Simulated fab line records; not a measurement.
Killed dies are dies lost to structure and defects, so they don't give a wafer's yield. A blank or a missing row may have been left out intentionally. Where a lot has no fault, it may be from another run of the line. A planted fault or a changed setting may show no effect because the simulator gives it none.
2 desks, one fault -- flow berkeleyCmos170 -- only its own numbers are on each desk; what lay behind them is given at the end

== AT THE TOOL OWNER'S DESK: pvdSputter-02 ==
The tool's own readings at UCB170_M1_SPUTTER_00 (material Al, target thk 600 nm, time 80 s): means of the sampled wafers that have a number, for each lot that ran on this tool. Marked OUT: a lot whose mean sits more than 4 standard deviations from the usual mean, which makes it out of limits; the brackets give that distance.
Columns: A = throttleValvePct at UCB170_M1_SPUTTER_00, usual 30.2 %
lot,first seen here,A
L955,day 7 13:50,30.5
L957,day 7 18:04,30.6
L960,day 8 00:49,30.0
This desk found nothing out of limits on any of the 3 lots.

== METROLOGY DESK ==
Lot by lot, what the gauges showed, no matter which tool ran the lot: averages of those sampled wafers that carry a number. Marked OUT: a lot whose mean sits more than 4 standard deviations from the usual mean, which makes it out of limits; the brackets give that distance. 7 of its 13 readings are shown, namely those furthest out on some lot.
Columns: A = cdNm at UCB170_CONTACT_CD_MEAS_90, usual 699.5 nm; B = M1_AL_RS at UCB170_M1_RS_MEAS_01, usual 0.0488 ohm/sq; C = M1_AL_THK at UCB170_M1_THK_MEAS_02, usual 605 nm; D = cdNm at UCB170_M1_CD_MEAS_09, usual 700.0 nm; E = M1_OVL at UCB170_M1_OVL_MEAS_10, usual -2 nm; F = cdNm at UCB170_M1_CD_MEAS_90, usual 698.7 nm; G = V1_POLISHED_THK at UCB170_V1_THK_MEAS_04, usual 1000.2 nm
lot,first seen here,A,B,C,D,E,F,G
L955,day 7 13:08,698.9,0.0486,609,699.0,3,697.1,999.8
L957,day 7 17:20,701.2,0.0494,599,700.5,3,696.6,1000.7
L960,day 8 00:05,698.9,0.0492,601,699.3,-10,699.3,1002.4
L972,day 10 18:09,699.5,0.0485,606,701.3,-4,701.3,1000.0
L974,day 11 01:16,698.2,0.0481,616,699.3,2,695.1,999.7
This desk found nothing out of limits on any of the 5 lots.

== BROUGHT TOGETHER ==
Nothing out of limits was seen by the tool owner's desk.
The metrology desk saw nothing out of limits.

== WHAT THE SIMULATOR HAD INSERTED ==
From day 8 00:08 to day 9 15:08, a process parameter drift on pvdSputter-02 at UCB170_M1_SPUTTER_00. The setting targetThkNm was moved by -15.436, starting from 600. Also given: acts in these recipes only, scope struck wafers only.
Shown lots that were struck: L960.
